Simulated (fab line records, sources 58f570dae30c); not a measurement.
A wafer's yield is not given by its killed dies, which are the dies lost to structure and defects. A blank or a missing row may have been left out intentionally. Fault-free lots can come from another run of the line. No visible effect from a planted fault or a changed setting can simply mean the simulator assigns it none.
Split-lot trial -- flow berkeley-cmos170 -- 23 wafers read from 5 lots, route of 331 steps

== ABOUT THE SPLIT ==
At UCB170_PWELL_PEB_11, the setting peb-temp-c was moved away from the recipe's 130 C on 5 of the 23 wafers read, by +1.5% to +2.9%. This setting was run at the recipe's value on the other wafers.

== FROM THE SPLIT TO THE READING: what the file shows between them, 1 step ==
- UCB170_PWELL_DEVELOP_12: develop time 45 s

== THE READING ==
PWELL.cd-nm (the simulator's own value, which no gauge read), in nm, at UCB170_PWELL_ETCH_14 (etches Si3N4 in CH3F/Ar/O2, stops on SiO2, target depth 242 nm, time 151 s). No usual value for it is given in the file. Here, 18 wafers ran the recipe; their average is 2999 nm with a standard deviation of 2.1 nm.

wafer,"tool, chamber at the split","peb-temp-c as run, C",against the recipe,"PWELL.cd-nm, nm",against lot-mates on the recipe
L075.1,"litho-track-02, 0",130,recipe,3003,-
L075.3,"litho-track-02, 0",130,recipe,3003,-
L075.2,"litho-track-02, 0",130,recipe,3002,-
L075.4,"litho-track-02, 0",130,recipe,3001,-
L075.5,"litho-track-02, 0",130,recipe,3001,-
L080.1,"litho-track-03, 0",130,recipe,2998,-
L080.5,"litho-track-03, 0",130,recipe,2998,-
L080.6,"litho-track-03, 0",130,recipe,2998,-
L080.2,"litho-track-03, 0",130,recipe,2997,-
L080.4,"litho-track-03, 0",130,recipe,2997,-
L081.3,"litho-track-01, 0",130,recipe,3001,-
L081.5,"litho-track-01, 0",130,recipe,3001,-
L081.6,"litho-track-01, 0",130,recipe,2999,-
L083.1,"litho-track-03, 0",130,recipe,2996,-
L083.2,"litho-track-03, 0",132,+1.5%,3010,+13
L083.4,"litho-track-03, 0",132,+1.5%,3010,+13
L083.6,"litho-track-03, 0",132,+1.5%,3010,+13
L083.3,"litho-track-03, 0",130,recipe,2998,-
L084.1,"litho-track-01, 0",130,recipe,2999,-
L084.3,"litho-track-01, 0",130,recipe,3000,-
L084.4,"litho-track-01, 0",130,recipe,2998,-
L084.5,"litho-track-01, 0",133.8,+2.9%,3021,+22
L084.6,"litho-track-01, 0",133.8,+2.9%,3021,+22

THE FIT
A straight line over all 23 wafers: PWELL.cd-nm changes by +7.24 nm for each +1% of peb-temp-c; r = +0.96; the points scatter about the line by 1.9 nm.
The same after taking each lot's own level away (the mean of its wafers on the recipe; 23 wafers): +7.76 nm for each +1%; r = +0.99; scatter 0.87 nm.
On that fit, the largest move of peb-temp-c shifts the reading by 23 nm.
The span of the lots' own levels, 2997.0 to 3002.0 nm, comes to 2.4 times the standard deviation stated above.
So the lot-to-lot level changes the slope little: the two slopes agree.
Check: +23.2 nm against its lot-mates is what the line predicts for one of the wafers moved furthest among these (+2.9%) when that wafer is left out of the fit. Against them it came out at +22 nm.

== THESE WAFERS: OTHER SPLITS ==
Before the reading, these wafers also passed through other splits. Each is held against what the fit with the lots' levels taken away leaves over:
other split on the same wafers,wafers away from the commonest value,r with PWELL.cd-nm (lot level and that fit taken away)
UCB170_NWELL_CVD_04 time-s,15,-0.35
UCB170_NWELL_IMPLANT_14 energy-kev,10,+0.10
UCB170_PWELL_OXIDATION_02 temp-c,15,+0.26

== FILE'S OWN FIT ==
PWELL.cd-nm changes by +7.81 nm for each +1% of peb-temp-c, r = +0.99.
